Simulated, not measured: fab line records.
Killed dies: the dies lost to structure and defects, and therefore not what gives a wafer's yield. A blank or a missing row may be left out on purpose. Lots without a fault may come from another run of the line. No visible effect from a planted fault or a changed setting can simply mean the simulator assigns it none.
Struck lot and sound lot, side by side    flow ritCmos    16 steps out of a route of 202
Sound: wafers L554.1, L554.3, L554.4. The struck wafers were L558.4, L558.5, L558.6. Last of all comes the cause.
At each step with rows: each side's tool, then ch and its chambers, then its first start. Under that, the readings that differ: sound wafers    struck wafers    difference of the means    sigmas: that difference in standard deviations of wafers without a fault.
alike: readings with means less than 2 such deviations apart, plus words and numbers identical on both sides. not compared: withheld readings, readings lacking a value on some wafer, bounds such as >300 that could conceal the same value, and numbers that have no deviation in the record and whose values overlap.
Wherever a step has rows on one side only, a row that says differs or no value, or a row with sigmas, the two part there. When numbers do not overlap yet have no deviation, they are printed without sigmas and do not part them. A reading missing from all wafers of one side parts the sides only when that side holds two or more wafers.

RIT_NWELL_TW_MEAS_10:
  struck on filmMetro-02, day 3 17:44; sound on filmMetro-01, day 2 14:17
reading   sound           struck          difference  sigmas
NWELL_TW  2131 2136 2130  2180 2177 2180  +47         +2
then, 6 steps without rows for these wafers: RIT_PWELL_HMDS_00 (prime time 60 s); RIT_PWELL_COAT_01 (resist thk 1300 nm); RIT_PWELL_SOFTBAKE_02 (time 60 s); RIT_PWELL_EXPOSE_03 (exposes mask M3, target cd 43700 nm); RIT_PWELL_PEB_04; RIT_PWELL_DEVELOP_05 (develop time 68 s).
RIT_PWELL_OVL_MEAS_06:
  struck on overlay-01, day 3 18:40; sound on overlay-01, day 2 15:20
  alike: PWELL_OVL
then, 2 steps without rows for these wafers: RIT_PWELL_HARDBAKE_07 (time 120 s); RIT_PWELL_IMPLANT_08.
RIT_PWELL_STRIP_09: strips in O2, time 180 s.
  sound on plasmaAsher-03 ch 0,1, day 2 15:46; struck on plasmaAsher-01 ch 0,1, day 3 19:09
  alike: drypumpMotorCurrentA
  not compared: rfHoursCounterH
RIT_PWELL_TW_MEAS_10:
  struck on filmMetro-04, day 3 19:17; sound on filmMetro-04, day 2 15:56
  alike: PWELL_TW
RIT_WELLDRIVE_ANNEAL_00: time 14700 s.
  sound on furnace-04 ch 0, day 2 16:00; struck on furnace-04 ch 0, day 3 19:52
reading         sound              struck             difference  sigmas
runLengthS (s)  18261 18261 18261  15323 15323 15323  -2938       -99 or more
RIT_WELLDRIVE_RS_MEAS_01: uses a four-point probe to measure.
  struck on filmMetro-01, day 4 01:01; sound on filmMetro-01, day 2 21:05
reading            sound              struck             difference  sigmas
NWELL_RS (ohm/sq)  276.4 276.9 275.7  286.0 287.0 287.2  +10.4       +12
RIT_WELLDRIVE_RS_MEAS_02: uses a four-point probe to measure.
  struck on filmMetro-01, day 4 01:08; sound on filmMetro-01, day 2 21:12
reading            sound              struck             difference  sigmas
PWELL_RS (ohm/sq)  428.7 428.4 428.0  439.2 439.2 439.2  +10.8       +7
then, 1 step without rows for these wafers: RIT_NRETRO_HMDS_00 (prime time 60 s).

== WHERE THEY PART ==
At RIT_NWELL_TW_MEAS_10 first; at RIT_WELLDRIVE_RS_MEAS_02 last (within this record only).

WHY: what the simulator had put in
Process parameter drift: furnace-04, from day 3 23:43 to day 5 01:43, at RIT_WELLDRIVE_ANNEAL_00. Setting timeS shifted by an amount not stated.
